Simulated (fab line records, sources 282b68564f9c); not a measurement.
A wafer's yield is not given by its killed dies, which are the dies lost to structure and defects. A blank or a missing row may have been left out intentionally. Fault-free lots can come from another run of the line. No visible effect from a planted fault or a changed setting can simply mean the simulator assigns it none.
Which tool did it? / flow rit cmos / 16 lots with 48 wafers sampled at 2 steps, on a route of 202 steps

WHAT THE GAUGES READ, wafer by wafer
RIT_PRETRO_OVL_MEAS_06. Usual: PRETRO_OVL gives 0.6 nm (standard deviation 1.5).
lot=L104; measured=day 2 15:28; on=overlay-02; PRETRO_OVL (nm)=0.8 0.5 0.8; flag=
lot=L106; measured=day 2 20:39; on=overlay-02; PRETRO_OVL (nm)=-1.6 -1.9 -1.2; flag=
lot=L107; measured=day 2 23:16; on=overlay-02; PRETRO_OVL (nm)=1.2 1.4 -0.8; flag=
lot=L108; measured=day 3 04:25; on=overlay-01; PRETRO_OVL (nm)=-1.1 0.6 -0.8; flag=
lot=L109; measured=day 3 09:23; on=overlay-01; PRETRO_OVL (nm)=1.1 1.2 3.8; flag=
lot=L110; measured=day 3 14:34; on=overlay-02; PRETRO_OVL (nm)=-0.6 -1.6 -1.9; flag=
lot=L111; measured=day 3 17:17; on=overlay-01; PRETRO_OVL (nm)=0.4 2.0 2.9; flag=
lot=L113; measured=day 4 03:50; on=overlay-01; PRETRO_OVL (nm)=-1.0 -0.6 -1.5; flag=
lot=L114; measured=day 4 09:08; on=overlay-02; PRETRO_OVL (nm)=-0.6 -2.2 -1.2; flag=
lot=L115; measured=day 4 15:01; on=overlay-01; PRETRO_OVL (nm)=3.3 2.6 2.2; flag=
lot=L118; measured=day 5 04:40; on=overlay-02; PRETRO_OVL (nm)=3397.1 3396.4 3396.5; flag=OFF
lot=L121; measured=day 5 19:38; on=overlay-02; PRETRO_OVL (nm)=3397.4 3397.0 3397.0; flag=OFF
lot=L122; measured=day 6 00:50; on=overlay-02; PRETRO_OVL (nm)=3397.0 3396.1 3395.3; flag=OFF
lot=L124; measured=day 6 10:52; on=overlay-02; PRETRO_OVL (nm)=3396.9 3397.0 3397.5; flag=OFF
lot=L125; measured=day 6 16:04; on=overlay-02; PRETRO_OVL (nm)=0.6 -0.4 1.1; flag=
lot=L127; measured=day 7 02:07; on=overlay-01; PRETRO_OVL (nm)=2.3 0.0 2.0; flag=

WHICH TOOL RAN EACH LOT (tool, then ch and the chambers of the sampled wafers, then the start)
lot=L104; RIT_PRETRO_EXPOSE_03=iline stepper-01 ch 0, day 2 15:03
lot=L106; RIT_PRETRO_EXPOSE_03=iline stepper-02 ch 0, day 2 20:11
lot=L107; RIT_PRETRO_EXPOSE_03=iline stepper-02 ch 0, day 2 22:50
lot=L108; RIT_PRETRO_EXPOSE_03=iline stepper-01 ch 0, day 3 04:01
lot=L109; RIT_PRETRO_EXPOSE_03=iline stepper-01 ch 0, day 3 08:59
lot=L110; RIT_PRETRO_EXPOSE_03=iline stepper-01 ch 0, day 3 14:08
lot=L111; RIT_PRETRO_EXPOSE_03=iline stepper-01 ch 0, day 3 16:52
lot=L113; RIT_PRETRO_EXPOSE_03=iline stepper-01 ch 0, day 4 03:24
lot=L114; RIT_PRETRO_EXPOSE_03=iline stepper-02 ch 0, day 4 08:37
lot=L115; RIT_PRETRO_EXPOSE_03=iline stepper-01 ch 0, day 4 14:21
lot=L118; RIT_PRETRO_EXPOSE_03=iline stepper-02 ch 0, day 5 04:16
lot=L121; RIT_PRETRO_EXPOSE_03=iline stepper-02 ch 0, day 5 19:13
lot=L122; RIT_PRETRO_EXPOSE_03=iline stepper-02 ch 0, day 6 00:25
lot=L124; RIT_PRETRO_EXPOSE_03=iline stepper-02 ch 0, day 6 10:26
lot=L125; RIT_PRETRO_EXPOSE_03=iline stepper-01 ch 0, day 6 15:38
lot=L127; RIT_PRETRO_EXPOSE_03=iline stepper-01 ch 0, day 7 01:41
- RIT_PRETRO_EXPOSE_03: exposes mask M5, target cd 43700 nm.

WHAT THE TOOLS THEMSELVES READ (means of the sampled wafers that have a number; where no wafer has one, the mark that the record gives instead)
RIT_PRETRO_EXPOSE_03. Usual: reticle temp C 23.01 C, standard deviation 0.12.
lot=L104; tool=iline stepper-01; reticle temp C (C)=23.17; flag=
lot=L106; tool=iline stepper-02; reticle temp C (C)=22.86; flag=
lot=L107; tool=iline stepper-02; reticle temp C (C)=23.06; flag=
lot=L108; tool=iline stepper-01; reticle temp C (C)=22.85; flag=
lot=L109; tool=iline stepper-01; reticle temp C (C)=22.97; flag=
lot=L110; tool=iline stepper-01; reticle temp C (C)=23.12; flag=
lot=L111; tool=iline stepper-01; reticle temp C (C)=22.89; flag=
lot=L113; tool=iline stepper-01; reticle temp C (C)=22.82; flag=
lot=L114; tool=iline stepper-02; reticle temp C (C)=23.04; flag=
lot=L115; tool=iline stepper-01; reticle temp C (C)=23.05; flag=
lot=L118; tool=iline stepper-02; reticle temp C (C)=23.13; flag=
lot=L121; tool=iline stepper-02; reticle temp C (C)=22.91; flag=
lot=L122; tool=iline stepper-02; reticle temp C (C)=23.05; flag=
lot=L124; tool=iline stepper-02; reticle temp C (C)=23.06; flag=
lot=L125; tool=iline stepper-01; reticle temp C (C)=22.86; flag=
lot=L127; tool=iline stepper-01; reticle temp C (C)=22.95; flag=

THE ANSWER, worked out from the rows above alone
Rule: take the mean of a lot's wafers that have a number; if it is more than 3 standard deviations from the usual mean, the lot is off. A lot without any number at a reading at which 4 lots or more have one is off too. The other lots that the step has rows for count as sound. After the gauges, taken in route order, come the tools' own readings; for these a lot's mean is taken, as printed above. The first step at which some lot is off is used, and at that step the reading that is off furthest; a lot without a number counts as furthest.
Off: at RIT_PRETRO_OVL_MEAS_06 (PRETRO_OVL), L118, L121, L122, L124.
If a tool, at a process step before that reading, ran all the lots that are off and no sound lot after the first of them, it fits. Those tools and the gauges at RIT_PRETRO_OVL_MEAS_06 are tried in the same way. One fits: iline stepper-02 at RIT_PRETRO_EXPOSE_03. Its last sound lot is L114 (day 4 08:37), its first lot that is off L118 (day 5 04:16): a fault that began between those two fits.

WHAT HAD BEEN PUT IN BY THE SIMULATOR
Scanner matching overlay: iline stepper-02, from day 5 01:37 on, at RIT_PRETRO_EXPOSE_03. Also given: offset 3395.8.
Shown lots that were struck: L118, L121, L122, L124. This agrees with what the rule above found.
